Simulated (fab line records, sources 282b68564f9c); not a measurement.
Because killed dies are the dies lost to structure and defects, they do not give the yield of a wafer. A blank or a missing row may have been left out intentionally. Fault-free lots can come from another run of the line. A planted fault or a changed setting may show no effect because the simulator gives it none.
Split-lot experiment    flow ritCmos    on a route of 202 steps: 5 lots, 23 wafers read

## THE SPLIT
At RIT_NSD_COAT_01 (resist thk 1000 nm), the setting resistThkNm was moved away from the recipe's 1000 nm on 7 of the 23 wafers read, by -4.5% to -3.1%. The other wafers ran this setting at the recipe's value.

No step appears in the file between the split and the reading.

## THE READING
NOVOLAK_of_NSD_COAT_01.thkNm (the simulator's own value, which no gauge read), in nm, at RIT_NSD_HARDBAKE_07 (time 60 s). The file does not state a usual value for it. The 16 wafers here that ran the recipe average 884.1 nm, standard deviation 2.8 nm.

wafer   tool, chamber at the split  resistThkNm as run, nm  against the recipe  NOVOLAK_of_NSD_COAT_01.thkNm, nm  against lot-mates on the recipe
L074.1  lithoTrack-01, 0            1000                    recipe              883                               -
L074.2  lithoTrack-01, 0            1000                    recipe              887.2                             -
L074.3  lithoTrack-01, 0            1000                    recipe              882                               -
L074.4  lithoTrack-01, 0            1000                    recipe              885.1                             -
L074.5  lithoTrack-01, 0            1000                    recipe              888.8                             -
L079.1  lithoTrack-01, 0            955.1                   -4.5%               849.9                             -37.1
L079.2  lithoTrack-01, 0            955.1                   -4.5%               846.3                             -40.7
L079.3  lithoTrack-01, 0            955.1                   -4.5%               841.9                             -45.1
L079.4  lithoTrack-01, 0            1000                    recipe              885.2                             -
L079.5  lithoTrack-01, 0            1000                    recipe              888.7                             -
L081.1  lithoTrack-01, 0            1000                    recipe              881.5                             -
L081.5  lithoTrack-01, 0            1000                    recipe              880.3                             -
L081.6  lithoTrack-01, 0            1000                    recipe              879.1                             -
L082.1  lithoTrack-03, 0            968.5                   -3.1%               861.1                             -23.4
L082.2  lithoTrack-03, 0            1000                    recipe              882.8                             -
L082.3  lithoTrack-03, 0            1000                    recipe              885.2                             -
L082.4  lithoTrack-03, 0            968.5                   -3.1%               855.8                             -28.7
L082.6  lithoTrack-03, 0            1000                    recipe              885.4                             -
L085.1  lithoTrack-04, 0            1000                    recipe              882.6                             -
L085.2  lithoTrack-04, 0            1000                    recipe              886.2                             -
L085.3  lithoTrack-04, 0            955.3                   -4.5%               843                               -40.7
L085.5  lithoTrack-04, 0            955.3                   -4.5%               847.5                             -36.2
L085.6  lithoTrack-04, 0            1000                    recipe              882.3                             -

THE FIT
A straight line over all 23 wafers: NOVOLAK_of_NSD_COAT_01.thkNm changes by +8.5 nm for each +1% of resistThkNm; r = +0.99; the points scatter about the line by 2.9 nm.
The same after taking each lot's own level away (the mean of its wafers on the recipe; 23 wafers): +8.82 nm for each +1%; r = +0.99; scatter 2.4 nm.
Per that fit: largest resistThkNm move, reading shift of 40 nm.
Measured against the standard deviation above, the lots' own levels, which go from 880.30 to 886.95 nm, span 2.4 times it.
So the lot-to-lot level changes the slope little: the two slopes agree.
Check: for one of the wafers moved furthest among these (-4.5%), held out of the fit, the line's prediction against its lot-mates is -40 nm. It came out at -37.1 nm against them.

## FURTHER SPLITS ON THESE WAFERS
Before the reading, these wafers also passed through other splits. Each is held against what the fit with the lots' levels taken away leaves over:
other split on the same wafers  wafers away from the commonest value  r with NOVOLAK_of_NSD_COAT_01.thkNm (lot level and that fit taken away)
RIT_ACTIVE_CVD_03 timeS         18                                    -0.15
RIT_ACTIVE_ETCH_13 rfW          8                                     -0.29
RIT_FOX2_CLEAN_02 timeS         10                                    -0.21
RIT_NWELL_IMPLANT_08 energyKev  8                                     +0.02
RIT_NRETRO_COAT_01 spinRpm      7                                     +0.08
RIT_PRETRO_SOFTBAKE_02 tempC    10                                    +0.17
RIT_GATE_EXPOSE_13 doseMj       7                                     +0.28
RIT_NLDD_IMPLANT_08 energyKev   9                                     -0.09
RIT_PLDD_SOFTBAKE_02 tempC      8                                     -0.15

## THE WHOLE CHAIN: every reading that the file lists as answering this split, in the file's order
step                 what it does        reading                                                                        change (the file's fit)               r (the file's)
RIT_NSD_COAT_01      resist thk 1000 nm  NOVOLAK_of_NSD_COAT_01.thkNm (the simulator's own value, which no gauge read)  +10.2 nm for each +1% of the setting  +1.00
RIT_NSD_HARDBAKE_07  time 60 s           NOVOLAK_of_NSD_COAT_01.thkNm (the simulator's own value, which no gauge read)  +8.74 nm for each +1% of the setting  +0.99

## THE FILE'S OWN FIT
NOVOLAK_of_NSD_COAT_01.thkNm changes by +8.74 nm for each +1% of resistThkNm, r = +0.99.
